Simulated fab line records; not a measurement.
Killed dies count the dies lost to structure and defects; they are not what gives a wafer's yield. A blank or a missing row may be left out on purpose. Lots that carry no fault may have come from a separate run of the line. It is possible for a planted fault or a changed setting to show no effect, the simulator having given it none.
The tool behind it: which one? + flow berkeleyCmos170 + 14 lots, 42 wafers sampled, at 5 steps of a route of 331

== WHAT EACH GAUGE READ, for each wafer ==
UCB170_NVT_OVL_MEAS_06.
| lot  | measured     | on         | NVT_OVL (nm) |
|------|--------------|------------|--------------|
| L909 | day 5 05:04  | overlay-02 | -15 -10 -9   |
| L911 | day 6 09:09  | overlay-01 | -7 1 -1      |
| L913 | day 6 09:38  | overlay-02 | 3 -6 -1      |
| L914 | day 6 20:37  | overlay-02 | 3 5 3        |
| L917 | day 7 08:40  | overlay-01 | -6 -2 -7     |
| L921 | day 8 02:38  | overlay-01 | -1 -3 -8     |
| L922 | day 8 02:50  | overlay-01 | 5 4 4        |
| L924 | day 8 18:17  | overlay-02 | 0 0 4        |
| L925 | day 8 18:49  | overlay-01 | -2 -4 7      |
| L926 | day 9 04:33  | overlay-02 | 1 0 5        |
| L929 | day 9 18:14  | overlay-02 | -2 1 -5      |
| L928 | day 9 18:25  | overlay-01 | 9 0 6        |
| L931 | day 10 14:10 | overlay-01 | 14 11 8      |
| L932 | day 10 14:44 | overlay-02 | 1 -5 -1      |

UCB170_PVT_OVL_MEAS_06.
| lot  | measured     | on         | PVT_OVL (nm) |
|------|--------------|------------|--------------|
| L909 | day 5 07:13  | overlay-02 | 6 3 -3       |
| L911 | day 6 10:38  | overlay-02 | 3 -4 -1      |
| L913 | day 6 11:11  | overlay-02 | 6 7 5        |
| L914 | day 6 22:01  | overlay-01 | 6 6 7        |
| L917 | day 7 10:44  | overlay-01 | 6 -10 3      |
| L921 | day 8 04:55  | overlay-01 | -1 -2 2      |
| L922 | day 8 05:11  | overlay-01 | 3 7 8        |
| L924 | day 8 19:55  | overlay-02 | -2 9 6       |
| L925 | day 8 20:20  | overlay-01 | 3 3 11       |
| L926 | day 9 10:33  | overlay-01 | 3 -2 7       |
| L929 | day 9 20:01  | overlay-02 | 4 -3 1       |
| L928 | day 9 20:18  | overlay-01 | 8 4 4        |
| L931 | day 10 16:22 | overlay-01 | 6 3 2        |
| L932 | day 10 17:04 | overlay-02 | 0 5 8        |

UCB170_GATE_CD_MEAS_90: target cd 350 nm.
| lot  | measured     | on       | cdNm (nm)         |
|------|--------------|----------|-------------------|
| L909 | day 6 04:36  | cdSem-02 | 347.2 346.8 349.4 |
| L911 | day 7 02:48  | cdSem-02 | 349.2 349.6 347.7 |
| L913 | day 7 02:45  | cdSem-01 | 349.8 351.2 349.9 |
| L914 | day 7 06:01  | cdSem-01 | 348.7 349.6 348.6 |
| L917 | day 8 00:39  | cdSem-01 | 347.6 347.2 348.5 |
| L921 | day 8 16:55  | cdSem-01 | 350.9 350.8 351.7 |
| L922 | day 8 17:26  | cdSem-02 | 348.8 350.1 350.1 |
| L924 | day 9 07:58  | cdSem-02 | 348.1 347.1 347.9 |
| L925 | day 9 07:41  | cdSem-01 | 347.1 347.6 347.6 |
| L926 | day 9 18:31  | cdSem-01 | 351.9 353.9 352.7 |
| L929 | day 10 06:11 | cdSem-02 | 346.5 347.4 347.4 |
| L928 | day 10 05:52 | cdSem-01 | 349.6 349.2 349.8 |
| L931 | day 11 05:37 | cdSem-02 | 350.4 348.6 349.3 |
| L932 | day 11 05:33 | cdSem-01 | 348.4 347.4 349.6 |

== EACH LOT AND THE TOOL THAT RAN IT (in order: tool; ch and the chambers of the sampled wafers; start) ==
| lot  | UCB170_PVT_COAT_01               | UCB170_PVT_STRIP_08                 |
|------|----------------------------------|-------------------------------------|
| L909 | lithoTrack-03 ch 0, day 5 06:13  | plasmaAsher-04 ch 0,1, day 5 07:23  |
| L911 | lithoTrack-02 ch 0, day 6 09:49  | plasmaAsher-02 ch 0,1, day 6 10:49  |
| L913 | lithoTrack-02 ch 0, day 6 10:22  | plasmaAsher-02 ch 0,1, day 6 11:22  |
| L914 | lithoTrack-03 ch 0, day 6 21:22  | plasmaAsher-04 ch 0,1, day 6 22:13  |
| L917 | lithoTrack-01 ch 0, day 7 09:55  | plasmaAsher-03 ch 0,1, day 7 10:55  |
| L921 | lithoTrack-03 ch 0, day 8 03:37  | plasmaAsher-04 ch 0,1, day 8 05:06  |
| L922 | lithoTrack-03 ch 0, day 8 04:04  | plasmaAsher-02 ch 0, day 8 05:22    |
| L924 | lithoTrack-02 ch 0, day 8 19:00  | plasmaAsher-04 ch 0,1, day 8 20:08  |
| L925 | lithoTrack-01 ch 0, day 8 19:29  | plasmaAsher-03 ch 0,1, day 8 20:31  |
| L926 | lithoTrack-02 ch 0, day 9 09:07  | plasmaAsher-03 ch 0,1, day 9 10:45  |
| L929 | lithoTrack-01 ch 0, day 9 19:00  | plasmaAsher-03 ch 0,1, day 9 20:13  |
| L928 | lithoTrack-01 ch 0, day 9 19:27  | plasmaAsher-04 ch 0,1, day 9 20:29  |
| L931 | lithoTrack-01 ch 0, day 10 14:55 | plasmaAsher-02 ch 0,1, day 10 16:32 |
| L932 | lithoTrack-02 ch 0, day 10 15:49 | plasmaAsher-03 ch 0,1, day 10 17:14 |
- UCB170_PVT_COAT_01: resist thk 900 nm.
- UCB170_PVT_STRIP_08: strips in O2.

== WHAT THE TOOLS THEMSELVES READ (means of the sampled wafers that have a number; where no wafer has one, the mark that the record gives instead) ==
UCB170_PVT_COAT_01.
| lot  | tool          | exhaustPa (Pa) | resistLineTempC (C) | spinSpeedRpm (rpm) |
|------|---------------|----------------|---------------------|--------------------|
| L909 | lithoTrack-03 | 44.9           | 23.03               | 1499.6             |
| L911 | lithoTrack-02 | 45.2           | 22.98               | 1500.4             |
| L913 | lithoTrack-02 | 45.3           | 23.04               | 1500.2             |
| L914 | lithoTrack-03 | 43.4           | 23.03               | 1500.9             |
| L917 | lithoTrack-01 | 45.2           | 23.00               | 1499.7             |
| L921 | lithoTrack-03 | 46.7           | 22.90               | 1451.3             |
| L922 | lithoTrack-03 | 44.6           | 22.97               | 1449.8             |
| L924 | lithoTrack-02 | 44.6           | 22.98               | 1498.7             |
| L925 | lithoTrack-01 | 44.5           | 22.93               | 1500.6             |
| L926 | lithoTrack-02 | 45.1           | 23.01               | 1499.7             |
| L929 | lithoTrack-01 | 44.9           | 22.76               | 1500.1             |
| L928 | lithoTrack-01 | 43.9           | 23.06               | 1499.1             |
| L931 | lithoTrack-01 | 44.6           | 22.81               | 1498.9             |
| L932 | lithoTrack-02 | 45.3           | 23.06               | 1500.0             |

UCB170_PVT_STRIP_08.
| lot  | tool           | drypumpMotorCurrentA (A) | oesProductAu (a.u.) | stripTimeToEndpointS (s) |
|------|----------------|--------------------------|---------------------|--------------------------|
| L909 | plasmaAsher-04 | 6.04                     | 0.736               | 21.68                    |
| L911 | plasmaAsher-02 | 5.67                     | 0.734               | 21.68                    |
| L913 | plasmaAsher-02 | 5.68                     | 0.730               | 21.77                    |
| L914 | plasmaAsher-04 | 6.24                     | 0.734               | 21.77                    |
| L917 | plasmaAsher-03 | 5.82                     | 0.735               | 21.63                    |
| L921 | plasmaAsher-04 | 6.04                     | 0.733               | 22.06                    |
| L922 | plasmaAsher-02 | 5.56                     | 0.730               | 22.05                    |
| L924 | plasmaAsher-04 | 6.02                     | 0.737               | 21.67                    |
| L925 | plasmaAsher-03 | 5.84                     | 0.732               | 21.65                    |
| L926 | plasmaAsher-03 | 5.83                     | 0.733               | 21.64                    |
| L929 | plasmaAsher-03 | 5.82                     | 0.735               | 21.74                    |
| L928 | plasmaAsher-04 | 6.27                     | 0.732               | 21.55                    |
| L931 | plasmaAsher-02 | 5.80                     | 0.729               | 21.70                    |
| L932 | plasmaAsher-03 | 5.87                     | 0.732               | 21.62                    |

== THE ANSWER, worked out from the rows above alone ==
Rule: the lots themselves supply what counts as usual. Put in order of their means at a reading, lots are off if they are a third of the lots or fewer, leave a main group of 4 or more, and stand apart from it by a gap of 3 or more times the standard deviation of the main group's means; of several such gaps the widest counts. Not used: any main group whose means are identical at the precision the tables above print for the reading. Also off: a lot with no number at a reading for which 4 or more lots have one. The other lots that the step has rows for count as sound. The gauges are gone through in route order, then the tools' own readings, and for those a lot's mean is taken as printed above. At the first step where some lot is off, the reading lying furthest off is the one used; lots without a number count as furthest.
Off: L921, L922, at UCB170_PVT_COAT_01 (spinSpeedRpm). Mean 1499.8 rpm and standard deviation 0.65 in the main group.
A tool fits if, at that step or a process step before it, it ran every lot that is off, and no sound lot after the first of them. One candidate fits, namely lithoTrack-03 at UCB170_PVT_COAT_01. A fault onset in the window from L914 (day 6 21:22, its last sound lot) to L921 (day 8 03:37, its first lot off) fits.
On the lots that are off, the tool's own readings at UCB170_PVT_COAT_01 differ by more than 5 times the standard deviation of the sound lots' means, which bears it out; spinSpeedRpm reads 1450.5 rpm there versus 1499.8 rpm on the sound lots.

== WHAT HAD BEEN PUT IN BY THE SIMULATOR ==
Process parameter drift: lithoTrack-03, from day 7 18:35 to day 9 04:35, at UCB170_PVT_COAT_01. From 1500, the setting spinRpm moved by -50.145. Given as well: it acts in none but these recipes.
Lots struck among those shown: L921, L922. The rule given above showed the same thing.
